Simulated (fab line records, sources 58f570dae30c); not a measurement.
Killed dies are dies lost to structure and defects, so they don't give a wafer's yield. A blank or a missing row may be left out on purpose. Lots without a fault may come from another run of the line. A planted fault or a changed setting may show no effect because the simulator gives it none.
Problem report in the 8D (eight disciplines) form, filled by code | flow berkeley_cmos170 | the parts of the form that need people (team, actions taken, sign-off) are left out

1. THE PROBLEM
developer_temp_C at UCB170_NSD_DEVELOP_05 reads a mean of 23.16 C on 6 wafers of 2 lots; wafers without a fault read 21.00 C with a standard deviation of 0.093. That is +23 standard deviations from the usual mean.
The step: develop time 45 s.
First seen on wafer L129.1, day 10 03:00, on litho_track-02. The record holds 42 wafers of 14 lots with a number at this step. Rule for "out", or "out of limits": more than 4 standard deviations from the usual mean. The other wafers with a number count as sound.

2. WHAT IT IS AND WHAT IT IS NOT
question                    | is                     | is not
which readings at this step | developer_temp_C       | -
which lots                  | L129, L133             | L115, L116, L117, L118, L120, L121, L123, L127, L128, L130, L136, L137
which wafers of those lots  | all that have a number | -
read on which tools         | litho_track-02         | litho_track-01, litho_track-03
when                        | from day 10 03:00      | up to then (30 sound wafers); but 6 sound wafers of L136, L137 came after

3. SUSPECTS, AND WHAT RULES EACH OUT
Counting: a tool at a process step up to the reading stays a suspect if it ran every lot that is out and no sound lot after the first of them.
- litho_track-02 at UCB170_NSD_DEVELOP_05 (develop time 45 s): kept. It ran every lot that is out, first L129 (day 10 03:00), and no sound lot after that; its last sound lot up to then is L130 (day 9 23:00). Its own readings are out on those wafers: developer_temp_C.
Left after counting: litho_track-02 at UCB170_NSD_DEVELOP_05.

4. THE CAUSE (what the simulator had put in)
Process parameter drift: litho_track-02, from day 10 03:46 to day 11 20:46, at UCB170_NSD_DEVELOP_05. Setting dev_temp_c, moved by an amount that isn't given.
Counting left only this tool.

5. THE CHAIN OF EFFECTS, in route order
Each row: a reading whose mean over the struck wafers that have a number lies more than 3 standard deviations from the usual. Only readings for which the record gives a usual standard deviation are gone through. hours: the time from each lot's start at the first step in this table that gives one to its start at this step, as a median over the lots. sigmas: the change in usual standard deviations.
hours | step                  | reading          | usual   | on struck wafers | change | sigmas
0     | UCB170_NSD_DEVELOP_05 | developer_temp_C | 21.00 C | 23.16            | +2.16  | +23
The process steps in it:
- UCB170_NSD_DEVELOP_05: develop time 45 s.
Later measuring or inspecting steps at which every struck wafer that the step has a row for has a number for every such reading, and none has moved that far: UCB170_NSD_OVL_MEAS_07.

6. WHAT WOULD HAVE CAUGHT IT SOONER
In this record the first reading out of limits was taken at day 10 03:00.
